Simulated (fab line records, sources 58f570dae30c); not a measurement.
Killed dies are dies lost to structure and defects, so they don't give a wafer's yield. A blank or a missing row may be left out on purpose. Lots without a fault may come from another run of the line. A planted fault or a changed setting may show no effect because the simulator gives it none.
fab line records | flow berkeley_cmos170 | part 1 of 2: steps 1 to 28 of 40
record lots=5 wafers=15 last_day=13
route steps=331 shown NSD@207 PLDD@208 NLDD@209 SILICIDE@210 CONTACT@216 M1@238
lots that met no fault: from a run of the same line without faults
start_h: hours from the record's first day to the start of the lot's first wafer shown | wait_h: hours since the lot's step before | " the same as in the row above | L1.1+2: a row that stands for several wafers | - no value, or no start given | * or withheld: withheld | < > ~ a bound
route shown NAME@n: a module of which the file shows steps, and the number in the route of the first | usual: mean/standard deviation of fault-free wafers | same: alike in all rows | chamber/n: place in a boat | sites: the reading at each site | _std_site: their standard deviation | _edge_site: outer sites' mean less inner sites' | radius_mm: how far each site lies from the wafer's centre | mask NAME#n: copy n | behind: the tool/chamber that last shaped the wafer | hold: why the lot was held/for how many hours/how that ended | device: the transistor (n, p or np) that didn't switch | end of line: the same wafers' tests at the end of the route | a step without rows: its recipe alone | killed: dies lost to structure and defects at the first sort, not the wafer's yield | map: a wafer's dies, x killed, . not, _ none there
set.NAME: the setting as run; set.NAME@STEP: as run at that earlier step | model.NAME: the simulator's own value behind a step, which no gauge read
lots at some steps of the route; a table a step, a row a wafer
services: from which hour (start_h, from the record's first day; less than 0 if before it) a tool's chamber was out of use, for how many hours, and why
## steps
# step UCB170_SDANNEAL_RS_MEAS_03
# recipe thk_meas_gauge=four-point-probe
# usual NSD_RS=37.25/0.086
# columns lot.wafer tool chamber start_h wait_h NSD_RS[ohm/sq]
L076.2 film_metro-01 - 178.74 0.1 37.18
L076.3 " - " " 37.14
L076.5 " - " " 37.20
L077.1 film_metro-03 - 179.17 0.1 37.29
L077.2 " - " " 37.16
L077.6 " - " " 37.17
L078.2 film_metro-01 - 188.63 0.1 37.06
L078.4 " - " " 37.18
L078.6 " - " " 37.05
L091.1 film_metro-02 - 255.15 0.1 37.16
L091.2 " - " " 37.23
L091.5 " - " " 37.24
L096.2 film_metro-03 - 279.65 0.1 37.26
L096.5 " - " " 37.25
L096.6 " - " " 37.22
# step UCB170_SDANNEAL_RS_MEAS_04
# recipe thk_meas_gauge=four-point-probe
# usual PLDD_RS=1031.7/2.9
# columns lot.wafer tool chamber start_h wait_h PLDD_RS[ohm/sq]
L076.2 film_metro-01 - 178.86 0.1 1034.7
L076.3 " - " " 1032.3
L076.5 " - " " 1032.0
L077.1 film_metro-03 - 179.29 0.1 1029.8
L077.2 " - " " 1030.7
L077.6 " - " " 1030.2
L078.2 film_metro-01 - 188.75 0.1 1023.7
L078.4 " - " " 1027.9
L078.6 " - " " 1023.3
L091.1 film_metro-02 - 255.27 0.1 1034.5
L091.2 " - " " 1034.2
L091.5 " - " " 1032.6
L096.2 film_metro-03 - 279.77 0.1 1033.4
L096.5 " - " " 1033.0
L096.6 " - " " 1032.0
# step UCB170_SDANNEAL_RS_MEAS_05
# recipe thk_meas_gauge=four-point-probe
# usual NLDD_RS=614.7/1.6
# columns lot.wafer tool chamber start_h wait_h NLDD_RS[ohm/sq]
L076.2 film_metro-01 - 178.98 0.1 614.5
L076.3 " - " " 614.6
L076.5 " - " " 615.3
L077.1 film_metro-03 - 179.41 0.1 613.9
L077.2 " - " " 613.2
L077.6 " - " " 613.7
L078.2 film_metro-01 - 188.87 0.1 612.9
L078.4 " - " " 612.7
L078.6 " - " " 613.6
L091.1 film_metro-02 - 255.39 0.1 615.2
L091.2 " - " " 614.4
L091.5 " - " " 615.4
L096.2 film_metro-03 - 279.89 0.1 615.6
L096.5 " - " " 616.8
L096.6 " - " " 615.6
# step UCB170_SILICIDE_PRE_CLEAN_00
# recipe gas=Ar preclean_etch_time_s=60
# columns lot.wafer tool chamber start_h wait_h
L076.2+3+5 pvd_sputter-01 - 179.08 0.1
L077.1+2+6 pvd_sputter-02 - 179.53 0.1
L078.2+4+6 pvd_sputter-03 - 188.97 0.1
L091.1+2+5 pvd_sputter-02 - 255.51 0.1
L096.2+5+6 pvd_sputter-01 - 279.99 0.1
# step UCB170_SILICIDE_SPUTTER_01
# recipe material=Ti target_thk_nm=30 time_s=25 power_w=1500 chamber_pressure_pa=0.5
# usual chamber_pressure_pa=0.5000/0.00098 throttle_valve_pct=29.8/1.3
# columns lot.wafer tool chamber start_h wait_h chamber_pressure_pa throttle_valve_pct
L076.2 pvd_sputter-01 - 179.14 0.0 0.4996 28.3
L076.3 " - " " 0.5011 29.2
L076.5 " - " " 0.5004 28.1
L077.1 pvd_sputter-02 - 179.59 0.0 0.5003 30.1
L077.2 " - " " 0.5001 29.5
L077.6 " - " " 0.4992 31.0
L078.2 pvd_sputter-03 - 189.03 0.0 0.4991 32.1
L078.4 " - " " 0.5009 31.3
L078.6 " - " " 0.4991 32.1
L091.1 pvd_sputter-02 - 255.58 0.0 0.5009 29.7
L091.2 " - " " 0.4997 30.7
L091.5 " - " " 0.4996 30.6
L096.2 pvd_sputter-01 - 280.05 0.0 0.4999 28.1
L096.5 " - " " 0.4993 31.4
L096.6 " - " " 0.4996 29.1
# step UCB170_SILICIDE_RS_MEAS_02
# recipe thk_meas_gauge=four-point-probe reads=Ti_of_SILICIDE_SPUTTER_01
# usual SILICIDE_TI_RS=26.1/0.36
# columns lot.wafer tool chamber start_h wait_h SILICIDE_TI_RS[ohm/sq]
L076.2 film_metro-04 - 179.19 0.0 26.0
L076.3 " - " " 26.2
L076.5 " - " " 26.0
L077.1 film_metro-01 - 179.62 0.0 26.3
L077.2 " - " " 26.1
L077.6 " - " " 25.9
L078.2 film_metro-04 - 189.08 0.0 25.9
L078.4 " - " " 26.0
L078.6 " - " " 25.9
L091.1 film_metro-04 - 255.61 0.0 26.4
L091.2 " - " " 26.5
L091.5 " - " " 26.4
L096.2 film_metro-04 - 280.10 0.0 25.8
L096.5 " - " " 26.2
L096.6 " - " " 26.1
# step UCB170_SILICIDE_THK_MEAS_03
# recipe thk_meas_gauge=xrf reads=Ti_of_SILICIDE_SPUTTER_01
# usual SILICIDE_TI_THK=30.0/0.34
# columns lot.wafer tool chamber start_h wait_h SILICIDE_TI_THK[nm]
L076.2 film_metro-04 - 179.30 0.1 30.0
L076.3 " - " " 30.0
L076.5 " - " " 30.2
L077.1 film_metro-01 - 179.74 0.1 29.7
L077.2 " - " " 30.1
L077.6 " - " " 30.0
L078.2 film_metro-04 - 189.19 0.1 30.1
L078.4 " - " " 30.0
L078.6 " - " " 30.2
L091.1 film_metro-04 - 255.73 0.1 29.8
L091.2 " - " " 29.7
L091.5 " - " " 29.9
L096.2 film_metro-04 - 280.21 0.1 30.5
L096.5 " - " " 29.9
L096.6 " - " " 30.1
# step UCB170_SILICIDE_RTA_04
# recipe temp_c=650 time_s=15 ambient=N2
# usual anneal_temp_c_max=652.9/0.57 lamp_power_pct=9.6/0.45 wafer_temp_C_max=652.5/0.63
# columns lot.wafer tool chamber start_h wait_h anneal_temp_c_max lamp_power_pct wafer_temp_C_max
L076.2 rtp_anneal-01 0 179.36 0.1 653.5 9.4 652.6
L076.3 " 0 " " 652.6 9.4 652.3
L076.5 " 0 " " 654.4 9.4 652.1
L077.1 rtp_anneal-01 0 179.80 0.1 653.0 9.4 652.6
L077.2 " 0 " " 653.3 9.4 652.8
L077.6 " 0 " " 652.7 9.4 653.8
L078.2 rtp_anneal-01 0 189.26 0.1 653.0 9.4 652.9
L078.4 " 0 " " 653.4 9.4 652.9
L078.6 " 0 " " 653.9 9.4 652.6
L091.1 rtp_anneal-01 0 255.79 0.1 652.3 9.4 652.5
L091.2 " 0 " " 652.7 9.4 651.9
L091.5 " 0 " " 653.0 9.4 652.4
L096.2 rtp_anneal-02 0 280.28 0.1 652.7 11.0 652.8
L096.5 " 0 " " 652.1 11.0 652.4
L096.6 " 0 " " 652.2 11.0 652.8
# step UCB170_SILICIDE_WET_ETCH_05
# recipe chemistry=SPM time_s=45 temp_c=120 target=Ti
# usual bath_guard_temp_C=120.0/0.43
# columns lot.wafer tool chamber start_h wait_h bath_guard_temp_C
L076.2 wet_bench-01 2 179.43 0.1 119.6
L076.3 " 2 " " 119.0
L076.5 " 2 " " 119.3
L077.1 wet_bench-01 2 179.97 0.2 119.2
L077.2 " 2 " " 119.6
L077.6 " 2 " " 119.4
L078.2 wet_bench-01 1 189.32 0.1 120.7
L078.4 " 1 " " 120.7
L078.6 " 1 " " 120.3
L091.1 wet_bench-04 0 256.06 0.3 120.1
L091.2 " 0 " " 120.1
L091.5 " 0 " " 120.4
L096.2 wet_bench-01 3 280.34 0.1 120.1
L096.5 " 3 " " 119.7
L096.6 " 3 " " 119.9
# step UCB170_CONTACT_CLEAN_00
# recipe chemistry=SPM temp_c=120 time_s=600
# usual bath_guard_temp_C=119.9/0.39
# columns lot.wafer tool chamber start_h wait_h bath_guard_temp_C
L076.2 wet_bench-01 0 179.62 0.2 120.0
L076.3 " 0 " " 120.1
L076.5 " 0 " " 120.0
L077.1 wet_bench-01 1 180.00 0.0 120.4
L077.2 " 1 " " 120.7
L077.6 " 1 " " 120.3
L078.2 wet_bench-01 0 189.34 0.0 120.0
L078.4 " 0 " " 120.2
L078.6 " 0 " " 119.9
L091.1 wet_bench-04 1 256.25 0.2 119.5
L091.2 " 1 " " 119.3
L091.5 " 1 " " 119.8
L096.2 wet_bench-01 0 280.36 0.0 120.2
L096.5 " 0 " " 119.5
L096.6 " 0 " " 120.3
# step UCB170_CONTACT_CVD_01
# recipe material=PSG target_thk_nm=700 temp_c=450 precursor=SiH4/O2/PH3 time_s=2820 pressure_mtorr=300 sih4_flow_sccm=60 o2_flow_sccm=90 ph3_flow_sccm=25
# usual ph3_flow_sccm=25.00/0.074
# columns lot.wafer tool chamber start_h wait_h ph3_flow_sccm
L076.2 lpcvd-02 0 179.80 0.0 24.92
L076.3 " 0 " " 24.96
L076.5 " 0 " " 24.99
L077.1 lpcvd-01 0 181.31 1.1 24.96
L077.2 " 0 " " 24.96
L077.6 " 0 " " 24.93
L078.2 lpcvd-01 1 190.65 1.1 24.94
L078.4 " 1 " " 24.87
L078.6 " 1 " " 24.87
L091.1 lpcvd-01 1 256.43 0.0 24.94
L091.2 " 1 " " 24.97
L091.5 " 1 " " 24.99
L096.2 lpcvd-01 0 281.88 1.3 25.14
L096.5 " 0 " " 25.11
L096.6 " 0 " " 25.05
# step UCB170_CONTACT_THK_MEAS_02
# recipe reads=PSG_of_CONTACT_CVD_01
# usual CONTACT_PSG_THK=699/6.9
# columns lot.wafer tool chamber start_h wait_h CONTACT_PSG_THK[nm]
L076.2 film_metro-02 - 181.59 0.0 715
L076.3 " - " " 706
L076.5 " - " " 709
L077.1 film_metro-03 - 183.10 0.0 709
L077.2 " - " " 710
L077.6 " - " " 712
L078.2 film_metro-02 - 192.45 0.0 697
L078.4 " - " " 688
L078.6 " - " " 689
L091.1 film_metro-04 - 258.21 0.0 695
L091.2 " - " " 695
L091.5 " - " " 691
L096.2 film_metro-03 - 283.67 0.0 695
L096.5 " - " " 692
L096.6 " - " " 694
# step UCB170_CONTACT_HMDS_03
# recipe prime_time_s=60 prime_temp_c=100
# same prime_time_s=60
# columns lot.wafer tool chamber start_h wait_h
L076.2+3+5 litho_track-02 0 181.67 0.1
L077.1+2+6 litho_track-04 0 183.46 0.4
L078.2+4+6 litho_track-02 0 192.52 0.1
L091.1+2+5 litho_track-04 0 258.27 0.1
L096.2+5+6 litho_track-04 0 283.74 0.1
# step UCB170_CONTACT_COAT_04
# recipe resist=KrF spin_rpm=1500 resist_thk_nm=900
# columns lot.wafer tool chamber start_h wait_h
L076.2+3+5 litho_track-02 0 181.82 0.1
L077.1+2+6 litho_track-04 0 183.61 0.1
L078.2+4+6 litho_track-02 0 192.67 0.1
L091.1+2+5 litho_track-04 0 258.42 0.1
L096.2+5+6 litho_track-04 0 283.89 0.1
# step UCB170_CONTACT_SOFTBAKE_05
# recipe resist=KrF temp_c=130 time_s=60
# columns lot.wafer tool chamber start_h wait_h
L076.2+3+5 litho_track-02 0 181.97 0.1
L077.1+2+6 litho_track-04 0 183.76 0.1
L078.2+4+6 litho_track-02 0 192.82 0.1
L091.1+2+5 litho_track-04 0 258.57 0.1
L096.2+5+6 litho_track-04 0 284.04 0.1
# step UCB170_CONTACT_STRIP_06
# recipe chemistry=O2 power_w=400 pressure_mtorr=3500 platen_temp_c=withheld o2_flow_sccm=400 overash_fraction=0.5
# usual drypump_motor_current_A=5.63/0.29 oes_product_au=0.734/0.0047 strip_time_to_endpoint_s=21.97/0.065
# columns lot.wafer tool chamber start_h wait_h drypump_motor_current_A oes_product_au rf_hours_counter_h strip_time_to_endpoint_s
L076.2 plasma_asher-04 0 182.09 0.1 5.17 0.738 48 22.01
L076.3 " 0 " " 5.20 0.745 - 22.08
L076.5 " 1 " " 5.87 0.739 - 22.10
L077.1 plasma_asher-02 1 183.91 0.1 5.27 0.734 37 21.97
L077.2 " 0 " " 5.58 0.740 37 21.97
L077.6 " 1 " " 5.23 0.728 - 21.92
L078.2 plasma_asher-02 1 192.95 0.1 5.22 0.737 38 22.08
L078.4 " 1 " " 5.24 0.729 - 22.07
L078.6 " 1 " " 5.24 0.731 - 22.04
L091.1 plasma_asher-01 0 258.72 0.1 5.90 0.740 55 21.93
L091.2 " 1 " " 5.90 0.736 55 22.01
L091.5 " 1 " " 5.90 0.738 - 22.01
L096.2 plasma_asher-02 1 284.17 0.1 5.24 0.732 48 21.92
L096.5 " 0 " " 5.59 0.728 - 21.89
L096.6 " 1 " " 5.23 0.736 - 21.98
# step UCB170_CONTACT_CLEAN_07
# recipe chemistry=SPM temp_c=120 time_s=600
# usual bath_guard_temp_C=119.9/0.4
# columns lot.wafer tool chamber start_h wait_h bath_guard_temp_C
L076.2 wet_bench-01 0 182.19 0.1 120.2
L076.3 " 0 " " 120.3
L076.5 " 0 " " 120.0
L077.1 wet_bench-01 2 184.01 0.1 119.4
L077.2 " 2 " " 119.4
L077.6 " 2 " " 119.5
L078.2 wet_bench-01 0 193.05 0.1 119.9
L078.4 " 0 " " 120.3
L078.6 " 0 " " 120.0
L091.1 wet_bench-01 2 258.82 0.1 119.6
L091.2 " 2 " " 119.9
L091.5 " 2 " " 119.4
L096.2 wet_bench-01 3 284.29 0.1 119.6
L096.5 " 3 " " 119.8
L096.6 " 3 " " 120.0
# step UCB170_CONTACT_RTA_08
# recipe temp_c=900 time_s=10 ambient=N2
# usual anneal_temp_c_max=903.7/0.79 lamp_power_pct=22.6/1.4 wafer_temp_C_max=903.6/0.87
# columns lot.wafer tool chamber start_h wait_h anneal_temp_c_max lamp_power_pct wafer_temp_C_max
L076.2 rtp_anneal-01 0 182.38 0.0 904.5 22.0 902.9
L076.3 " 0 " " 904.5 22.0 902.5
L076.5 " 0 " " 903.7 22.0 902.8
L077.1 rtp_anneal-01 0 184.19 0.0 904.2 22.0 903.7
L077.2 " 0 " " 903.1 22.0 904.0
L077.6 " 0 " " 903.8 22.0 902.3
L078.2 rtp_anneal-01 0 193.30 0.1 903.7 22.0 906.0
L078.4 " 0 " " 904.6 22.0 903.4
L078.6 " 0 " " 903.5 22.0 903.4
L091.1 rtp_anneal-02 0 259.00 0.0 902.3 25.8 904.5
L091.2 " 0 " " 902.4 25.7 905.4
L091.5 " 0 " " 904.1 25.8 905.6
L096.2 rtp_anneal-01 0 284.49 0.0 903.3 22.0 903.7
L096.5 " 0 " " 902.5 22.0 902.7
L096.6 " 0 " " 902.9 22.0 903.6
# step UCB170_CONTACT_COAT_09
# recipe resist=BARC temp_c=withheld time_s=withheld spin_rpm=3000 resist_thk_nm=withheld
# columns lot.wafer tool chamber start_h wait_h
L076.2+3+5 litho_track-04 0 182.46 0.1
L077.1+2+6 litho_track-01 0 184.42 0.2
L078.2+4+6 litho_track-02 0 193.38 0.1
L091.1+2+5 litho_track-04 0 259.06 0.1
L096.2+5+6 litho_track-04 0 285.09 0.6
# step UCB170_CONTACT_COAT_10
# recipe resist=KrF spin_rpm=1500 resist_thk_nm=900
# columns lot.wafer tool chamber start_h wait_h
L076.2+3+5 litho_track-04 0 - -
L077.1+2+6 litho_track-01 0 - -
L078.2+4+6 litho_track-02 0 - -
L091.1+2+5 litho_track-04 0 - -
L096.2+5+6 litho_track-04 0 - -
# step UCB170_CONTACT_SOFTBAKE_11
# recipe resist=KrF temp_c=130 time_s=60
# columns lot.wafer tool chamber start_h wait_h
L076.2+3+5 litho_track-04 0 - -
L077.1+2+6 litho_track-01 0 - -
L078.2+4+6 litho_track-02 0 - -
L091.1+2+5 litho_track-04 0 - -
L096.2+5+6 litho_track-04 0 - -
# step UCB170_CONTACT_EXPOSE_12
# recipe mask_id=CONT target_cd_nm=700 na=0.5 sigma_outer=0.6 source_shape=conventional dose_mj=35
# columns lot.wafer tool chamber start_h wait_h mask
L076.2+3+5 krf_scanner-02 0 183.03 - CONT#0
L077.1+2+6 krf_scanner-02 0 184.99 - CONT#0
L078.2+4+6 krf_scanner-01 0 194.00 - CONT#0
L091.1+2+5 krf_scanner-02 0 259.64 - CONT#0
L096.2+5+6 krf_scanner-01 0 285.54 - CONT#0
# step UCB170_CONTACT_PEB_13
# recipe peb_temp_c=130 peb_time_s=withheld resist=KrF
# columns lot.wafer tool chamber start_h wait_h
L076.2+3+5 litho_track-02 0 183.26 0.2
L077.1+2+6 litho_track-04 0 185.10 0.1
L078.2+4+6 litho_track-04 0 194.12 0.1
L091.1+2+5 litho_track-01 0 259.76 0.1
L096.2+5+6 litho_track-01 0 286.39 0.8
# step UCB170_CONTACT_DEVELOP_14
# recipe developer=TMAH develop_time_s=45 resist=KrF dev_temp_c=21
# columns lot.wafer tool chamber start_h wait_h
L076.2+3+5 litho_track-02 0 - -
L077.1+2+6 litho_track-04 0 - -
L078.2+4+6 litho_track-04 0 - -
L091.1+2+5 litho_track-01 0 - -
L096.2+5+6 litho_track-01 0 - -
# step UCB170_CONTACT_CD_MEAS_15
# recipe target_cd_nm=700
# usual cd_nm=699.8/2
# columns lot.wafer tool chamber start_h wait_h cd_nm
L076.2 cd_sem-01 - 183.53 - 702.0
L076.3 " - " " 702.7
L076.5 " - " " 700.6
L077.1 cd_sem-01 - 185.38 - 699.8
L077.2 " - " " 697.4
L077.6 " - " " 698.1
L078.2 cd_sem-02 - 194.39 - 697.7
L078.4 " - " " 697.9
L078.6 " - " " 699.1
L091.1 cd_sem-01 - 260.03 - 697.7
L091.2 " - " " 699.7
L091.5 " - " " 698.3
L096.2 cd_sem-02 - 286.66 - 698.6
L096.5 " - " " 699.7
L096.6 " - " " 698.1
# step UCB170_CONTACT_OVL_MEAS_16
# usual CONTACT_OVL=1/5.1
# columns lot.wafer tool chamber start_h wait_h CONTACT_OVL[nm]
L076.2 overlay-02 - 183.64 0.1 -2
L076.3 " - " " 16
L076.5 " - " " 1
L077.1 overlay-01 - 185.50 0.1 5
L077.2 " - " " 8
L077.6 " - " " -3
L078.2 overlay-01 - 194.50 0.1 7
L078.4 " - " " 6
L078.6 " - " " 4
L091.1 overlay-01 - 260.15 0.1 3
L091.2 " - " " -3
L091.5 " - " " 3
L096.2 overlay-02 - 286.77 0.1 10
L096.5 " - " " 9
L096.6 " - " " 10
# step UCB170_CONTACT_ETCH_17
# recipe chemistry=N2/H2 target_depth_a=withheld overetch_a=withheld target=BARC time_s=withheld source_w=487.5 bias_w=100 pressure_mtorr=30 n2_flow_sccm=100 h2_flow_sccm=200
# usual drypump_motor_current_A=5.9/0.4 oes_product_au=1.001/0.023 rf_fwd_power_W=482.6/2.4 throttle_valve_pct=13.32/0.18
# columns lot.wafer tool chamber start_h wait_h drypump_motor_current_A oes_product_au rf_fwd_power_W throttle_valve_pct
L076.2 rie_diel-03 1 183.67 0.0 5.7 0.999 483.3 13.46
L076.3 " 0 " " 5.7 0.997 481.3 13.25
L076.5 " 3 " " 5.4 1.012 483.9 13.19
L077.1 rie_diel-01 3 185.53 0.0 5.4 0.997 479.5 13.31
L077.2 " 1 " " 6.2 0.991 487.3 13.01
L077.6 " 2 " " 5.8 0.973 486.7 13.41
L078.2 rie_diel-03 0 194.53 0.0 5.7 0.996 483.1 13.27
L078.4 " 3 " " 5.3 1.005 484.7 13.19
L078.6 " 3 " " 5.3 1.020 485.0 13.19
L091.1 rie_diel-03 1 260.19 0.0 5.7 1.002 482.5 13.45
L091.2 " 3 " " 5.4 1.015 483.5 13.19
L091.5 " 0 " " 5.7 1.000 480.1 13.28
L096.2 rie_diel-01 1 286.80 0.0 6.2 0.991 485.5 13.00
L096.5 " 1 " " 6.3 0.989 483.9 13.00
L096.6 " 0 " " 6.7 1.036 485.1 13.28
# step UCB170_CONTACT_ETCH_18
# recipe chemistry=CHF3/CF4/Ar target=PSG stop_on=TiSi2 CHF3_flow_sccm=45 cf4_flow_sccm=15 Ar_flow_sccm=150 pressure_mtorr=200 rf_w=700 target_depth_a=8400 over_etch_frac=0.2 time_s=195
# usual drypump_motor_current_A=5.9/0.41 oes_product_au=0.901/0.016 rf_fwd_power_W=697.7/2.4 throttle_valve_pct=6.94/0.11
# columns lot.wafer tool chamber start_h wait_h drypump_motor_current_A oes_product_au rf_fwd_power_W rf_hours_counter_h throttle_valve_pct
L076.2 rie_diel-03 1 - - 5.7 0.923 699.1 109 7.00
L076.3 " 0 " " 5.7 0.901 695.3 53 6.89
L076.5 " 3 " " 5.3 0.897 697.7 - 6.88
L077.1 rie_diel-01 3 - - 5.4 0.913 698.5 30 6.91
L077.2 " 1 " " 6.2 0.895 697.2 54 6.79
L077.6 " 2 " " 5.8 0.909 698.4 - 7.02
L078.2 rie_diel-03 0 - - 5.7 0.897 695.2 53 6.90
L078.4 " 3 " " 5.3 0.883 701.1 15 6.88
L078.6 " 3 " " 5.3 0.890 698.2 - 6.89
L091.1 rie_diel-03 1 - - 5.7 0.923 702.9 113 6.99
L091.2 " 3 " " 5.3 0.889 698.6 19 6.87
L091.5 " 0 " " 5.7 0.892 697.9 - 6.87
L096.2 rie_diel-01 1 - - 6.2 0.899 698.8 59 6.78
L096.5 " 1 " " 6.2 0.882 697.6 - 6.80
L096.6 " 0 " " 6.7 0.918 700.0 - 6.90
